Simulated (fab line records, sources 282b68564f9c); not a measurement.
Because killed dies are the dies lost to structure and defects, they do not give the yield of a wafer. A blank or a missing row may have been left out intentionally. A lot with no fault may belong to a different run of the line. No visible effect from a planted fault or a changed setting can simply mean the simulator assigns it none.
Problem report, 8D (eight disciplines) form, completed by code	flow rit_cmos	the parts of the form that need people (team, actions taken, sign-off) are left out

1. WHAT WENT WRONG
rf_fwd_power_W at RIT_GATE_ETCH_19 reads a mean of 223.4 W on 1 wafer of 1 lot; wafers without a fault read 159.3 W with a standard deviation of 0.49. So: +99 or more standard deviations from the usual mean.
The step: etches poly-Si in SF6/CHF3/O2, stops on SiO2, time 165 s, target depth 312.5 nm.
The first sign was on wafer L361.6 at day 5 04:57, on rie_si-02. The record has a number at this step for 15 wafers belonging to 5 lots. The rule behind "out" and "out of limits": a value lying over 4 standard deviations away from the usual mean. The other wafers with a number count as sound.

2. WHAT IT IS, WHAT IT ISN'T
question	is	is not
which readings at this step	rf_fwd_power_W	O2_flow_sccm, drypump_motor_current_A, oes_product_au, throttle_valve_pct
which lots	L361	L351, L357, L364, L368
which wafers of those lots	L361.6	L361.4, L361.5
read on which tools	rie_si-02	rie_si-01
when	from day 5 04:57	up to then (8 sound wafers); but 6 sound wafers of L364, L368 came after

3. SUSPECTS, AND WHAT RULES EACH OUT
Counting: a tool at a process step up to the reading stays a suspect if it ran every lot that is out. Sound lots after the first of them don't rule it out here, since some wafers of a struck lot are sound.
- rie_si-02 at RIT_GATE_ETCH_19 (etches poly-Si in SF6/CHF3/O2, stops on SiO2, time 165 s, target depth 312.5 nm): kept. It ran the lot that is out, L361 (day 5 04:57); its last sound lot up to then is L357 (day 4 08:38). Out on those wafers are its own readings of rf_fwd_power_W.
- Within rie_si-02 at RIT_GATE_ETCH_19: the wafers that are out ran in chamber 3; their sound lot-mates ran in chambers 0, 1.
Remaining after the count: rie_si-02 at RIT_GATE_ETCH_19.

4. THE CAUSE (what the simulator had put in)
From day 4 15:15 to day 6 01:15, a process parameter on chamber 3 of rie_si-02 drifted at RIT_GATE_ETCH_19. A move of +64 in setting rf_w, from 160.
The count eliminated every tool but this one.

5. THE CHAIN OF EFFECTS, in route order
Rows list readings where the struck wafers' mean (over those with a number) sits beyond 3 standard deviations from the usual. Scope: only readings with a usual standard deviation given in the record; hours: median across lots of the time from each lot's start at the first step in this table that gives one to its start at this step; sigmas: change in usual standard deviations.
hours	step	reading	usual	on struck wafers	change	sigmas
0	RIT_GATE_ETCH_19	rf_fwd_power_W	159.3 W	223.4	+64.1	+99 or more
It contains these process steps:
- RIT_GATE_ETCH_19: etches poly-Si in SF6/CHF3/O2, stops on SiO2, time 165 s, target depth 312.5 nm.

6. HOW IT WOULD HAVE BEEN CAUGHT EARLIER
First out-of-limits reading in this record: day 5 04:57, which is 14 hours after fault onset at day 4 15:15.
